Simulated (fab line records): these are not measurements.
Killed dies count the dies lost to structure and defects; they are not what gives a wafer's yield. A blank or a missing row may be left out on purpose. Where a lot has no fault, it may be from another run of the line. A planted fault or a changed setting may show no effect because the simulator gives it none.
Chamber matching	flow rit_cmos	pecvd-02 running RIT_CONTACT_CVD_00: 3 sister chambers
The step deposits SiO2 from TEOS, target thk 400 nm, time 61 s. 6 wafers are shown with their chamber, then 7 later ones without.

== WAFERS WITH THEIR CHAMBER ==
wafer	chamber	heater_power_w (W)
L768.6	1	413
L771.3	1	431
L771.5	0	307
L771.6	2	228
L774.2	2	291
L774.3	0	354

== WAFERS WHOSE CHAMBER IS MISSING ==
wafer	heater_power_w (W)
L774.5	451
L780.2	274
L780.3	397
L780.4	270
L783.1	411
L783.2	300
L783.4	317

== WHICH CHAMBER EACH ONE RAN IN ==
wafer	from the rows above	in truth
L774.5	1	1
L780.2	can't be placed: 2 or 0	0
L780.3	can't be placed: 1 or 0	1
L780.4	can't be placed: 2 or 0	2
L783.1	1	1
L783.2	can't be placed: 0 or 2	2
L783.4	can't be placed: 0 or 2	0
Correct placement for 2 of the 7. Not placeable from these rows: 5 (in 5, the candidates include the true chamber). Wrongly placed: 0.
How it was worked out, from the rows above alone: a wafer's distance from a chamber is the root of the sum, over the readings, of the square of ((its reading less the chamber's mean) divided by the reading's scatter). If the next closest chamber is less than 2 further off than the closest, the wafer can't be placed; otherwise it belongs to the closest. Each chamber's mean is taken over the wafers shown for it. How the scatter is found: for the shown wafers, subtract from each reading the mean of its chamber, square and add these, divide the total by (wafers less chambers), then take the root.
